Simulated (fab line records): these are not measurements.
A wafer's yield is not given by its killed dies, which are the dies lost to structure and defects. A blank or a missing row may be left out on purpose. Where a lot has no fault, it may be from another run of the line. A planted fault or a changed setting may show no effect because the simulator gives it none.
fab line records    flow ritCmos
record lots=6  wafers=17  lastDay=7
route steps=202 shown M1@184
lots that met no fault: taken from a fault-free run of the same line
startH: hours from the record's first day to the start of the lot's first wafer shown    waitH: hours from the lot's prior step to this one    " as in the row above    L1.1+2: a single row standing in for several wafers    - either no value or no given start    * or withheld: withheld    < > ~ a bound
route shown NAME@n: a module of which the file shows steps, and the number in the route of the first    usual: mean/standard deviation of fault-free wafers    same: alike in all rows    chamber/n: place in a boat    sites: the reading at each site    _std_site: how widely they spread, as a standard deviation    _edge_site: mean of outer sites minus mean of inner sites    radiusMm: how far each site lies from the wafer's centre    mask NAME#n: copy n    behind: the last tool/chamber to shape the wafer    hold: why the lot was held/for how many hours/how that ended    device: the transistor (n, p or np) that didn't switch    end of line: tests of these same wafers at the route's end    a step with no rows: only its recipe    killed: dies that structure and defects cost at the first sort, which is not the same as the wafer's yield    map: dies across one wafer; x = killed, . = not, _ = none there
set.NAME: the setting as run; set.NAME@STEP: as run at that earlier step    model.NAME: the simulator's own value behind a step, which no gauge read
lots at some steps of the route; a table a step, a row a wafer
services: from which hour (startH, from the record's first day; less than 0 if before it) a tool's chamber was out of use, for how many hours, and why
## steps
# step RIT_M1_SPUTTER_00
# recipe material=Al  targetThkNm=400  powerW=2000  chamberPressurePa=0.4  gas=Ar  timeS=500  substrateTempC=25
# usual throttleValvePct=29.9/1.5
lot.wafer  tool           chamber  startH  waitH  throttleValvePct
L881.2     pvdSputter-04  -        77.48   0.0    29.7
L881.4     "              -        "       "      31.6
L881.5     "              -        "       "      29.9
L889.2     pvdSputter-01  -        112.90  0.0    31.2
L889.4     "              -        "       "      28.5
L889.6     "              -        "       "      31.1
L892.1     pvdSputter-04  -        123.69  0.0    31.5
L892.2     "              -        "       "      28.3
L892.4     "              -        "       "      29.8
L896.4     pvdSputter-04  -        148.75  0.0    29.8
L896.5     "              -        "       "      28.2
L896.6     "              -        "       "      30.0
L897.1     pvdSputter-01  -        151.40  0.0    28.8
L897.2     "              -        "       "      28.3
L901.2     pvdSputter-01  -        173.09  0.0    28.6
L901.3     "              -        "       "      31.3
L901.6     "              -        "       "      29.0
# step RIT_M1_RS_MEAS_01
# recipe thkMeasGauge=four-point-probe  reads=Al_of_M1_SPUTTER_00
# usual M1_AL_RS=0.0735/0.00073
lot.wafer  tool          chamber  startH  waitH  M1_AL_RS[ohm/sq]
L881.2     filmMetro-04  -        77.79   0.2    0.0734
L881.4     "             -        "       "      0.0739
L881.5     "             -        "       "      0.0738
L889.2     filmMetro-02  -        113.21  0.2    0.0737
L889.4     "             -        "       "      0.0733
L889.6     "             -        "       "      0.0731
L892.1     filmMetro-01  -        123.98  0.1    0.0720
L892.2     "             -        "       "      0.0737
L892.4     "             -        "       "      0.0723
L896.4     filmMetro-02  -        149.11  0.2    0.0725
L896.5     "             -        "       "      0.0737
L896.6     "             -        "       "      0.0728
L897.1     filmMetro-02  -        151.70  0.1    0.0747
L897.2     "             -        "       "      0.0735
L901.2     filmMetro-01  -        173.41  0.2    0.0746
L901.3     "             -        "       "      0.0740
L901.6     "             -        "       "      0.0741
# step RIT_M1_THK_MEAS_02
# recipe thkMeasGauge=xrf  reads=Al_of_M1_SPUTTER_00
# usual M1_AL_THK=400/4.9
lot.wafer  tool          chamber  startH  waitH  M1_AL_THK[nm]
L881.2     filmMetro-04  -        77.90   0.1    405
L881.4     "             -        "       "      399
L881.5     "             -        "       "      400
L889.2     filmMetro-02  -        113.32  0.1    395
L889.4     "             -        "       "      398
L889.6     "             -        "       "      398
L892.1     filmMetro-01  -        124.10  0.1    408
L892.2     "             -        "       "      400
L892.4     "             -        "       "      407
L896.4     filmMetro-02  -        149.20  0.1    404
L896.5     "             -        "       "      393
L896.6     "             -        "       "      398
L897.1     filmMetro-02  -        151.82  0.1    390
L897.2     "             -        "       "      396
L901.2     filmMetro-01  -        173.52  0.1    396
L901.3     "             -        "       "      402
L901.6     "             -        "       "      398
# step RIT_M1_HMDS_03
# recipe primeTimeS=60  primeTempC=140
# step RIT_M1_COAT_04
# recipe resist=NOVOLAK  spinRpm=2000  resistThkNm=1300
# step RIT_M1_SOFTBAKE_05
# recipe resist=NOVOLAK  tempC=90  timeS=60
# step RIT_M1_EXPOSE_06
# recipe maskId=M12  na=0.6  sourceShape=conventional  sigmaOuter=0.5  targetCdNm=2600  doseMj=250
# step RIT_M1_PEB_07
# recipe resist=NOVOLAK  tempC=withheld  timeS=withheld
# step RIT_M1_DEVELOP_08
# recipe resist=NOVOLAK  developTimeS=65.48  devTempC=23
# step RIT_M1_CD_MEAS_09
# recipe targetCdNm=2600
# usual cdNm=2600.6/2.4
lot.wafer  tool      chamber  startH  waitH  cdNm
L881.2     cdSem-01  -        78.89   -      2597.9
L881.4     "         -        "       "      2599.5
L881.5     "         -        "       "      2598.6
L889.2     cdSem-01  -        114.40  -      2596.6
L889.4     "         -        "       "      2596.9
L889.6     "         -        "       "      2596.4
L892.1     cdSem-01  -        125.17  -      2603.4
L892.2     "         -        "       "      2601.8
L892.4     "         -        "       "      2600.5
L896.4     cdSem-02  -        150.41  -      2602.3
L896.5     "         -        "       "      2601.5
L896.6     "         -        "       "      2602.2
L897.1     cdSem-01  -        152.88  -      2600.4
L897.2     "         -        "       "      2601.1
L901.2     cdSem-02  -        174.73  -      2597.8
L901.3     "         -        "       "      2597.9
L901.6     "         -        "       "      2598.2
# step RIT_M1_OVL_MEAS_10
# usual M1_OVL=-0.7/1.2
lot.wafer  tool        chamber  startH  waitH  M1_OVL[nm]
L881.2     overlay-02  -        79.01   0.1    -2.1
L881.4     "           -        "       "      0.0
L881.5     "           -        "       "      0.9
L889.2     overlay-02  -        114.50  0.1    0.0
L889.4     "           -        "       "      -2.4
L889.6     "           -        "       "      0.3
L892.1     overlay-01  -        125.29  0.1    -3.1
L892.2     "           -        "       "      -1.9
L892.4     "           -        "       "      -0.8
L896.4     overlay-02  -        150.48  0.1    0.1
L896.5     "           -        "       "      -0.3
L896.6     "           -        "       "      -0.7
L897.1     overlay-01  -        153.00  0.1    0.1
L897.2     "           -        "       "      0.5
L901.2     overlay-02  -        174.84  0.1    -1.0
L901.3     "           -        "       "      -2.3
L901.6     "           -        "       "      0.3
# step RIT_M1_HARDBAKE_11
# recipe resist=NOVOLAK  tempC=140  timeS=120
# step RIT_M1_METAL_ETCH_12
# recipe stopOn=SiO2  chemistry=Cl2/BCl3  target=Al  timeS=165  overEtchFrac=0.5  pressureMtorr=100  targetDepthA=6000  rfW=250  Cl2_flow_sccm=60  bcl3FlowSccm=50
# usual bcl3FlowSccm=49.98/0.15  chamberPressureMTorr=100.00/0.095  drypumpMotorCurrentA=6.1/0.41  oesProductAu=0.775/0.016  throttleValvePct=8.25/0.15
lot.wafer  tool         chamber  startH  waitH  bcl3FlowSccm  chamberPressureMTorr  drypumpMotorCurrentA  oesProductAu  rfHoursCounterH  throttleValvePct  model.NOVOLAK_of_M1_COAT_04.thkNm  model.SiO2_of_CONTACT_CVD_00.thkNm
L881.2     rieMetal-03  0        79.35   0.2    49.60         100.09                6.1                   0.763         34               8.54              813                                358.5
L881.4     "            1        "       "      50.03         99.91                 5.2                   0.774         -                8.16              796.4                              360.8
L881.5     "            0        "       "      49.88         100.03                6.1                   0.756         -                8.54              814.6                              360.2
L889.2     rieMetal-02  0        114.78  0.2    50.11         100.07                6.5                   0.757         5                8.05              813.4                              356.1
L889.4     "            1        "       "      50.07         100.09                6.4                   0.765         -                8.26              808.2                              368.4
L889.6     "            0        "       "      49.78         100.05                6.4                   0.755         -                8.07              815.7                              367.1
L892.1     rieMetal-02  0        125.57  0.2    49.87         100.06                6.5                   0.766         5                8.08              813.7                              367.2
L892.2     "            1        "       "      50.03         99.88                 6.3                   0.764         4                8.26              803.2                              360.7
L892.4     "            0        "       "      50.08         99.88                 6.5                   0.767         -                8.05              813.5                              369
L896.4     rieMetal-02  0        150.81  0.1    -             -                     -                     -             -                -                 1138                               398.1
L896.5     "            1        "       "      -             -                     -                     -             -                -                 1139                               393
L896.6     "            0        "       "      -             -                     -                     -             -                -                 1139                               396.6
L897.1     rieMetal-04  0        153.29  0.2    -             -                     -                     -             -                -                 1133                               385.3
L897.2     "            1        "       "      -             -                     -                     -             -                -                 1135                               392.7
L901.2     rieMetal-03  0        175.17  0.2    50.10         99.99                 6.1                   0.767         0                8.55              814.3                              363.2
L901.3     "            0        "       "      50.05         100.11                6.1                   0.775         -                8.54              814.2                              363.5
L901.6     "            0        "       "      49.83         100.06                6.1                   0.774         -                8.54              818.8                              366.6
# step RIT_M1_STRIP_13
# recipe chemistry=nmp  resist=NOVOLAK  tempC=80  timeS=600  dry=n2Spin
# step RIT_M1_STRIP_14
# recipe chemistry=O2  timeS=180  platenTempC=withheld  powerW=500  pressureMtorr=4000  o2FlowSccm=4000
# usual drypumpMotorCurrentA=5.70/0.24  rfReflPowerW=7.2/1.3
lot.wafer  tool            chamber  startH  waitH  drypumpMotorCurrentA  rfHoursCounterH  rfReflPowerW
L881.2     plasmaAsher-02  0        79.70   0.0    5.47                  45               5.5
L881.4     "               1        "       "      5.80                  -                8.1
L881.5     "               1        "       "      5.80                  -                8.2
L889.2     plasmaAsher-01  1        115.12  0.0    5.54                  48               6.2
L889.4     "               1        "       "      5.52                  -                6.4
L889.6     "               1        "       "      5.53                  -                6.1
L892.1     plasmaAsher-02  1        125.91  0.0    5.80                  50               8.1
L892.2     "               0        "       "      5.50                  50               5.6
L892.4     "               1        "       "      5.78                  -                8.3
L896.4     plasmaAsher-02  1        151.15  0.1    5.81                  -                8.1
L896.5     "               1        "       "      5.79                  -                7.8
L896.6     "               0        "       "      5.49                  -                5.6
L897.1     plasmaAsher-02  0        153.63  0.0    5.54                  53               5.6
L897.2     "               1        "       "      5.80                  53               8.1
L901.2     plasmaAsher-01  0        175.51  0.0    6.24                  55               8.1
L901.3     "               1        "       "      5.53                  -                6.3
L901.6     "               0        "       "      6.25                  -                8.1
# step RIT_M1_CD_MEAS_90
# recipe targetCdNm=2600
# usual cdNm=2600/3.2
lot.wafer  tool      chamber  startH  waitH  cdNm
L881.2     cdSem-02  -        79.90   0.1    2600
L881.4     "         -        "       "      2600
L881.5     "         -        "       "      2601
L889.2     cdSem-02  -        115.32  0.1    2598
L889.4     "         -        "       "      2598
L889.6     "         -        "       "      2598
L892.1     cdSem-02  -        126.09  0.1    2605
L892.2     "         -        "       "      2602
L892.4     "         -        "       "      2602
L896.4     cdSem-02  -        151.32  0.1    -
L896.5     "         -        "       "      -
L896.6     "         -        "       "      -
L897.1     cdSem-02  -        153.80  0.1    -
L897.2     "         -        "       "      -
L901.2     cdSem-01  -        175.70  0.1    2598
L901.3     "         -        "       "      2598
L901.6     "         -        "       "      2599
# step RIT_M1_ANNEAL_15
# recipe tempC=446.5  timeS=1800  ambient=forming_gas_H2N2
# step RIT_M1_PROBE_99
# usual defectLimitedYield=97.4/1.2  killed_at_M0_to_M3=0.0/0.083  killedAtFrontEnd=7/3  killedDies=7/3.1  killedOnRim=1.8/1.4  killedOpen=3.4/2.1  killedShort=3.4/2  sort_bin_3_pad_short=0.1/0.23  sort_bin_5_function=1.5/0.76  sort_bin_6_memory=1.0/0.74  sortNPass=257/3.1  sortYieldPct=97.4/1.2
# same grossDies=264  killed_at_M4_up=0  killedAtBackSide=0  killedAtContacts=0  killedAtOther=0
lot.wafer  tool       chamber  startH  waitH  defectLimitedYield[%]  killed_at_M0_to_M3  killedAtFrontEnd  killedDies  killedOnRim  killedOpen  killedShort  sort_bin_3_pad_short[%]  sort_bin_5_function[%]  sort_bin_6_memory[%]  sortNPass  sortYieldPct[%]
L881.2     prober-02  -        81.67   0.1    98.1                   0                   5                 5           2            0           3            0                        1.1                     0.8                   259        98.1
L881.4     prober-02  -        81.77   0.2    95.8                   0                   11                11          4            6           4            0                        1.5                     2.7                   253        95.8
L881.5     prober-02  -        81.82   0.2    98.1                   0                   5                 5           0            2           3            0                        1.1                     0.8                   259        98.1
L889.2     prober-02  -        117.09  0.1    98.9                   0                   3                 3           2            2           1            0                        0.8                     0.4                   261        98.9
L889.4     prober-02  -        117.19  0.2    98.9                   0                   3                 3           0            1           2            0.4                      0.4                     0.4                   261        98.9
L889.6     prober-02  -        117.29  0.2    97.3                   0                   7                 7           1            5           2            0.4                      1.1                     1.1                   257        97.3
L892.1     prober-01  -        127.83  0.1    98.5                   0                   4                 4           0            3           1            0                        1.5                     0                     260        98.5
L892.2     prober-01  -        127.88  0.1    97.3                   0                   7                 7           2            4           3            0                        1.9                     0.8                   257        97.3
L892.4     prober-01  -        127.98  0.2    97.3                   0                   7                 7           2            3           4            0                        1.5                     1.1                   257        97.3
L896.4     prober-01  -        153.15  0.2    0                      253                 11                264         70           5           6            0.4                      97.3                    2.3                   0          0
L896.5     prober-01  -        153.20  0.2    0                      258                 6                 264         70           2           4            0                        99.2                    0.8                   0          0
L896.6     prober-01  -        153.25  0.2    0                      257                 7                 264         70           5           2            0                        98.1                    1.9                   0          0
L897.1     prober-02  -        155.54  0.1    0                      258                 6                 264         70           2           4            0                        98.9                    1.1                   0          0
L897.2     prober-02  -        155.59  0.1    0                      255                 9                 264         70           5           4            0.4                      98.1                    1.5                   0          0
L901.2     prober-02  -        177.47  0.1    97.3                   0                   7                 7           1            3           4            0                        2.7                     0                     257        97.3
L901.3     prober-02  -        177.52  0.2    99.2                   0                   2                 2           0            2           0            0                        0.8                     0                     262        99.2
L901.6     prober-02  -        177.67  0.2    97.7                   0                   6                 6           4            4           2            0                        1.9                     0.4                   258        97.7
# killed by level:class
L881.2 NWELL:coatMicrobubblePrinted=2 FOX2:geometricParticle:short=1 GATE:geometricParticle:short=1 SPACER:geometricParticle:short=1
L881.4 GATE:geometricParticle:open=3 FOX1:geometricParticle:short=1 FOX1:geometricParticle:open=1 GATE:geometricParticle:short=1 REOX:geometricParticle:open=1 REOX:geometricParticle:short=1 SPACER:geometricParticle:open=1 SPACER:geometricParticle:short=1
L881.5 SILICIDE:geometricParticle:open=2 REOX:geometricParticle:short=1 SPACER:geometricParticle:short=1 SILICIDE:geometricParticle:short=1
L889.2 FOX1:geometricParticle:short=1 FOX2:geometricParticle:open=1 GATE:geometricParticle:open=1
L889.4 FOX1:geometricParticle:short=1 FOX1:geometricParticle:open=1 GATE:geometricParticle:short=1
L889.6 GATE:geometricParticle:open=3 FOX1:geometricParticle:open=1 FOX1:geometricParticle:short=1 GATE:geometricParticle:short=1 SPACER:geometricParticle:open=1
L892.1 GATE:geometricParticle:open=3 GATE:geometricParticle:short=1
L892.2 FOX1:geometricParticle:short=1 FOX2:geometricParticle:open=1 GATE:geometricParticle:short=1 GATE:geometricParticle:open=1 REOX:geometricParticle:open=1 REOX:geometricParticle:short=1 SILICIDE:geometricParticle:open=1
L892.4 REOX:geometricParticle:short=2 ACTIVE:geometricParticle:short=1 FOX2:geometricParticle:open=1 GATE:geometricParticle:short=1 GATE:geometricParticle:open=1 SILICIDE:geometricParticle:open=1
L896.4 M1:areaEtch=253 GATE:geometricParticle:short=4 GATE:geometricParticle:open=4 FOX1:geometricParticle:short=1 REOX:geometricParticle:open=1 SILICIDE:geometricParticle:short=1
L896.5 M1:areaEtch=258 SILICIDE:geometricParticle:short=3 GATE:geometricParticle:open=2 GATE:geometricParticle:short=1
L896.6 M1:areaEtch=257 GATE:geometricParticle:open=4 GATE:geometricParticle:short=2 SILICIDE:geometricParticle:open=1
L897.1 M1:areaEtch=258 GATE:geometricParticle:short=2 FOX2:geometricParticle:short=1 GATE:geometricParticle:open=1 REOX:geometricParticle:short=1 REOX:geometricParticle:open=1
L897.2 M1:areaEtch=255 FOX1:geometricParticle:open=2 GATE:geometricParticle:short=2 GATE:geometricParticle:open=2 FOX1:geometricParticle:short=1 SPACER:geometricParticle:open=1 SILICIDE:geometricParticle:short=1
L901.2 GATE:geometricParticle:open=3 GATE:geometricParticle:short=2 FOX1:geometricParticle:short=1 FOX2:geometricParticle:short=1
L901.3 FOX1:geometricParticle:open=1 REOX:geometricParticle:open=1
L901.6 SILICIDE:geometricParticle:open=2 FOX1:geometricParticle:open=1 GATE:geometricParticle:short=1 REOX:geometricParticle:open=1 SPACER:geometricParticle:short=1
# map L896.4 (x killed, . not)
________xxxxxxx_______
_____xxxxxxxxxxxxx____
____xxxxxxxxxxxxxxx___
___xxxxxxxxxxxxxxxxx__
__xxxxxxxxxxxxxxxxxxx_
__xxxxxxxxxxxxxxxxxxx_
_xxxxxxxxxxxxxxxxxxxxx
_xxxxxxxxxxxxxxxxxxxxx
_xxxxxxxxxxxxxxxxxxxxx
_xxxxxxxxxxxxxxxxxxxxx
__xxxxxxxxxxxxxxxxxxx_
__xxxxxxxxxxxxxxxxxxx_
___xxxxxxxxxxxxxxxxx__
____xxxxxxxxxxxxxxx___
_____xxxxxxxxxxxxx____
________xxxxxxx_______
# map L897.1 (x killed, . not)
________xxxxxxx_______
_____xxxxxxxxxxxxx____
____xxxxxxxxxxxxxxx___
___xxxxxxxxxxxxxxxxx__
__xxxxxxxxxxxxxxxxxxx_
__xxxxxxxxxxxxxxxxxxx_
_xxxxxxxxxxxxxxxxxxxxx
_xxxxxxxxxxxxxxxxxxxxx
_xxxxxxxxxxxxxxxxxxxxx
_xxxxxxxxxxxxxxxxxxxxx
__xxxxxxxxxxxxxxxxxxx_
__xxxxxxxxxxxxxxxxxxx_
___xxxxxxxxxxxxxxxxx__
____xxxxxxxxxxxxxxx___
_____xxxxxxxxxxxxx____
________xxxxxxx_______
## services
tool            chamber  startH  hours  kind
rieMetal-02     1        74.30   22.1   repair
pvdSputter-01   -        78.45   3.6    repair
pvdSputter-01   -        85.88   3.1    repair
plasmaAsher-02  -        128.20  0.5    repair
rieMetal-03     -        136.12  20.0   pm
rieMetal-03     0        136.12  20.0   ventCycle
rieMetal-03     1        136.12  20.0   ventCycle
rieMetal-02     1        140.00  1.1    repair
rieMetal-02     -        154.38  14.6   pm
plasmaAsher-02  -        154.47  3.4    repair
rieMetal-03     0        156.12  -      clean
rieMetal-03     1        156.12  -      clean
plasmaAsher-02  -        166.13  0.9    repair
pvdSputter-04   -        166.23  3.1    repair
## key
firstSign step=RIT_M1_METAL_ETCH_12  reading=toolRecord  direction=missing
effect step=RIT_M1_CD_MEAS_90  reading=cdNm  direction=missing
effect step=RIT_M1_PROBE_99  reading=killed_at_M0_to_M3  direction=up  sigmas=99+  usual=0.0  struck=256.2
modelEffect step=RIT_M1_METAL_ETCH_12  value=NOVOLAK_of_M1_COAT_04.thkNm  without=806.1  struck=1137
moreKillsBornAt RIT_M1_METAL_ETCH_12@rieMetal-02=768  RIT_M1_METAL_ETCH_12@rieMetal-04=513
metAt RIT_M1_METAL_ETCH_12
struckWafers L896.4,L896.5,L896.6,L897.1,L897.2
laterRowsLeftOut L896.4,L896.5,L896.6,L897.1,L897.2
onsetBetween 125.57 150.81
fault kind=skippedStepWhole  tool=rieMetal-02,rieMetal-03,rieMetal-04  chamber=-  onsetH=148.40  steps=RIT_M1_METAL_ETCH_12  scope=struckLotsOnly
# laterRowsLeftOut: the simulator's readings of these wafers behind a module that went badly wrong aren't trusted and aren't shown, but for the sort
